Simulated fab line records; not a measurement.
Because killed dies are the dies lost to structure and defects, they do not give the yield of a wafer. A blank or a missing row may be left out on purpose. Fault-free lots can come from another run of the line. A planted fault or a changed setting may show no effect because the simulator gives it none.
Which tool did it? + flow rit cmos + Sampling: 15 lots, 45 wafers, 6 of 202 route steps

== WHAT THE GAUGES SHOWED, per wafer ==
RIT_FOX1_THK_MEAS_01.
| lot  | measured    | on            | FOX1_OXIDE_THK (nm) |
|------|-------------|---------------|---------------------|
| L264 | day 2 01:50 | film metro-01 | 328 341 334         |
| L265 | day 2 06:05 | film metro-04 | 348 355 352         |
| L266 | day 2 09:57 | film metro-04 | 351 354 357         |
| L267 | day 2 17:33 | film metro-04 | 350 351 356         |
| L268 | day 2 23:23 | film metro-04 | 343 339 343         |
| L269 | day 3 02:08 | film metro-04 | 344 341 340         |
| L271 | day 3 10:43 | film metro-04 | 347 354 354         |
| L272 | day 3 18:01 | film metro-01 | 346 345 352         |
| L274 | day 4 02:49 | film metro-04 | 343 348 346         |
| L279 | day 5 04:24 | film metro-04 | 338 343 344         |
| L281 | day 5 12:22 | film metro-01 | 352 350 353         |
| L282 | day 5 17:33 | film metro-04 | 348 345 351         |
| L283 | day 5 23:28 | film metro-01 | 347 348 348         |
| L285 | day 6 09:25 | film metro-04 | 354 349 351         |
| L286 | day 6 14:23 | film metro-04 | 340 338 332         |

RIT_NLDD_TW_MEAS_10.
| lot  | measured    | on            | NLDD_TW        |
|------|-------------|---------------|----------------|
| L264 | day 3 09:25 | film metro-01 | 2508 2491 2491 |
| L265 | day 3 14:48 | film metro-01 | 2493 2493 2499 |
| L266 | day 3 20:25 | film metro-02 | 2493 2507 2493 |
| L267 | day 4 03:07 | film metro-01 | 2526 2516 2524 |
| L268 | day 4 05:44 | film metro-01 | 2514 2514 2511 |
| L269 | day 4 09:30 | film metro-01 | 2690 2707 2717 |
| L271 | day 4 17:25 | film metro-02 | 2705 2696 2681 |
| L272 | day 4 22:34 | film metro-01 | 2517 2528 2528 |
| L274 | day 5 07:19 | film metro-01 | 2705 2691 2703 |
| L279 | day 6 07:55 | film metro-02 | 2496 2497 2500 |
| L281 | day 6 16:31 | film metro-01 | 2502 2507 2489 |
| L282 | day 6 18:37 | film metro-01 | 2501 2500 2505 |
| L283 | day 7 02:13 | film metro-02 | 2495 2499 2480 |
| L285 | day 7 16:24 | film metro-02 | 2489 2492 2499 |
| L286 | day 7 23:28 | film metro-01 | 2506 2512 2515 |

RIT_NSD_OVL_MEAS_06.
| lot  | measured    | on         | NSD_OVL (nm)   |
|------|-------------|------------|----------------|
| L264 | day 3 14:23 | overlay-01 | -0.8 -3.4 -2.4 |
| L265 | day 3 19:37 | overlay-02 | -0.3 -0.1 0.4  |
| L266 | day 4 01:31 | overlay-02 | 0.4 0.0 1.9    |
| L267 | day 4 08:04 | overlay-01 | -0.9 -4.2 -2.8 |
| L268 | day 4 10:49 | overlay-01 | -2.4 -0.8 -1.3 |
| L269 | day 4 14:28 | overlay-02 | -2.3 -1.3 -2.9 |
| L271 | day 4 23:16 | overlay-02 | 0.0 -0.8 -1.1  |
| L272 | day 5 03:46 | overlay-01 | 1.6 0.4 1.5    |
| L274 | day 5 12:31 | overlay-02 | -0.8 -2.0 -0.7 |
| L279 | day 6 13:24 | overlay-02 | 0.7 0.5 -0.9   |
| L281 | day 6 23:15 | overlay-02 | 0.6 1.8 2.0    |
| L282 | day 7 00:36 | overlay-02 | -0.5 0.0 0.4   |
| L283 | day 7 07:24 | overlay-02 | 2.2 1.1 1.7    |
| L285 | day 7 21:13 | overlay-01 | -3.6 -3.6 -5.3 |
| L286 | day 8 04:21 | overlay-02 | -1.9 -1.8 -1.5 |

RIT_SDANNEAL_RS_MEAS_07: uses a four-point probe to measure.
| lot  | measured    | on            | NLDD_RS (ohm/sq)  |
|------|-------------|---------------|-------------------|
| L264 | day 3 17:28 | film metro-01 | 151.8 152.2 152.1 |
| L265 | day 3 22:33 | film metro-01 | 152.2 151.6 151.3 |
| L266 | day 4 04:38 | film metro-02 | 151.9 152.5 151.6 |
| L267 | day 4 11:20 | film metro-01 | 151.4 150.7 151.8 |
| L268 | day 4 13:45 | film metro-02 | 152.1 152.3 152.5 |
| L269 | day 4 17:49 | film metro-01 | 146.8 146.2 146.4 |
| L271 | day 5 02:05 | film metro-01 | 148.1 147.7 148.5 |
| L272 | day 5 06:33 | film metro-01 | 150.6 151.7 151.1 |
| L274 | day 5 15:25 | film metro-01 | 146.0 146.3 146.0 |
| L279 | day 6 16:23 | film metro-02 | 152.0 152.0 151.5 |
| L281 | day 7 02:02 | film metro-01 | 151.9 151.5 152.2 |
| L282 | day 7 03:31 | film metro-01 | 152.0 151.5 152.0 |
| L283 | day 7 10:22 | film metro-02 | 151.5 151.8 151.9 |
| L285 | day 8 00:11 | film metro-02 | 151.7 152.1 151.3 |
| L286 | day 8 07:19 | film metro-01 | 151.2 150.8 151.0 |

== WHAT TOOL EACH LOT RAN ON (gives the tool, then ch and the chambers of the sampled wafers, and finally the start) ==
| lot  | RIT_PWELL_STRIP_09                  | RIT_NLDD_IMPLANT_08            |
|------|-------------------------------------|--------------------------------|
| L264 | plasma asher-02 ch 0,1, day 2 08:41 | implanter-02 ch 0, day 3 09:05 |
| L265 | plasma asher-04 ch 0,1, day 2 12:37 | implanter-02 ch 0, day 3 14:28 |
| L266 | plasma asher-02 ch 0,1, day 2 16:45 | implanter-04 ch 0, day 3 20:07 |
| L267 | plasma asher-01 ch 0,1, day 3 02:01 | implanter-04 ch 0, day 4 02:47 |
| L268 | plasma asher-01 ch 0,1, day 3 05:02 | implanter-04 ch 0, day 4 05:27 |
| L269 | plasma asher-02 ch 0,1, day 3 09:13 | implanter-04 ch 0, day 4 09:10 |
| L271 | plasma asher-01 ch 0,1, day 3 18:33 | implanter-04 ch 0, day 4 17:07 |
| L272 | plasma asher-01 ch 0,1, day 4 00:35 | implanter-01 ch 0, day 4 22:14 |
| L274 | plasma asher-02 ch 1, day 4 09:57   | implanter-04 ch 0, day 5 06:59 |
| L279 | plasma asher-02 ch 0,1, day 5 09:58 | implanter-02 ch 0, day 6 07:35 |
| L281 | plasma asher-01 ch 0,1, day 5 19:24 | implanter-01 ch 0, day 6 16:11 |
| L282 | plasma asher-01 ch 0,1, day 5 23:02 | implanter-02 ch 0, day 6 18:18 |
| L283 | plasma asher-01 ch 0,1, day 6 06:01 | implanter-02 ch 0, day 7 01:56 |
| L285 | plasma asher-04 ch 0,1, day 6 15:23 | implanter-01 ch 0, day 7 16:06 |
| L286 | plasma asher-02 ch 0,1, day 6 20:18 | implanter-04 ch 0, day 7 23:09 |
- RIT_PWELL_STRIP_09: strips in O2, time 180 s.
- RIT_NLDD_IMPLANT_08

== AS READ BY THE TOOLS THEMSELVES (means over the sampled wafers that have a number; for cases with no such wafer, the mark the record gives instead) ==
RIT_PWELL_STRIP_09.
| lot  | tool            | drypump motor current A (A) |
|------|-----------------|-----------------------------|
| L264 | plasma asher-02 | 6.1                         |
| L265 | plasma asher-04 | 5.6                         |
| L266 | plasma asher-02 | 5.9                         |
| L267 | plasma asher-01 | 6.0                         |
| L268 | plasma asher-01 | 6.0                         |
| L269 | plasma asher-02 | 6.1                         |
| L271 | plasma asher-01 | 5.8                         |
| L272 | plasma asher-01 | 5.8                         |
| L274 | plasma asher-02 | 5.7                         |
| L279 | plasma asher-02 | 6.1                         |
| L281 | plasma asher-01 | 6.0                         |
| L282 | plasma asher-01 | 6.0                         |
| L283 | plasma asher-01 | 6.0                         |
| L285 | plasma asher-04 | 5.6                         |
| L286 | plasma asher-02 | 6.1                         |

RIT_NLDD_IMPLANT_08.
| lot  | tool         | beam energy keV |
|------|--------------|-----------------|
| L264 | implanter-02 | 19.996          |
| L265 | implanter-02 | 20.003          |
| L266 | implanter-04 | 20.010          |
| L267 | implanter-04 | 19.999          |
| L268 | implanter-04 | 20.005          |
| L269 | implanter-04 | 25.999          |
| L271 | implanter-04 | 26.003          |
| L272 | implanter-01 | 19.997          |
| L274 | implanter-04 | 26.005          |
| L279 | implanter-02 | 19.993          |
| L281 | implanter-01 | 20.007          |
| L282 | implanter-02 | 20.007          |
| L283 | implanter-02 | 19.997          |
| L285 | implanter-01 | 19.998          |
| L286 | implanter-04 | 20.006          |

== THE ANSWER, worked out from the rows above alone ==
Rule: the lots themselves supply what counts as usual. Put in order of their means at a reading, lots are off if they are a third of the lots or fewer, leave a main group of 4 or more, and stand apart from it by a gap of 3 or more times the standard deviation of the main group's means; of several such gaps the widest counts. If all means in a main group match to the digits the tables above print for the reading, that group is not used. Also off: a lot with no number at a reading for which 4 or more lots have one. All remaining lots with rows at the step are treated as sound. First the gauges in route order, then the tools' own readings, where a lot's mean is used as printed above. The first step at which some lot is off is used, and at that step the reading that is off furthest; a lot without a number counts as furthest.
Off: L269, L271, L274, seen at RIT_NLDD_TW_MEAS_10 (NLDD_TW). The main group has a mean of 2504 with a standard deviation of 11.
A tool fits if, at a process step before that reading, it ran every lot that is off, and no sound lot after the first of them. The gauges at RIT_NLDD_TW_MEAS_10 aren't tried: what is off there is off at RIT_NLDD_IMPLANT_08 too, on other tools, and a gauge's error can't cause that. Of those tried, none fits.

== WHAT THE SIMULATOR HAD INSERTED ==
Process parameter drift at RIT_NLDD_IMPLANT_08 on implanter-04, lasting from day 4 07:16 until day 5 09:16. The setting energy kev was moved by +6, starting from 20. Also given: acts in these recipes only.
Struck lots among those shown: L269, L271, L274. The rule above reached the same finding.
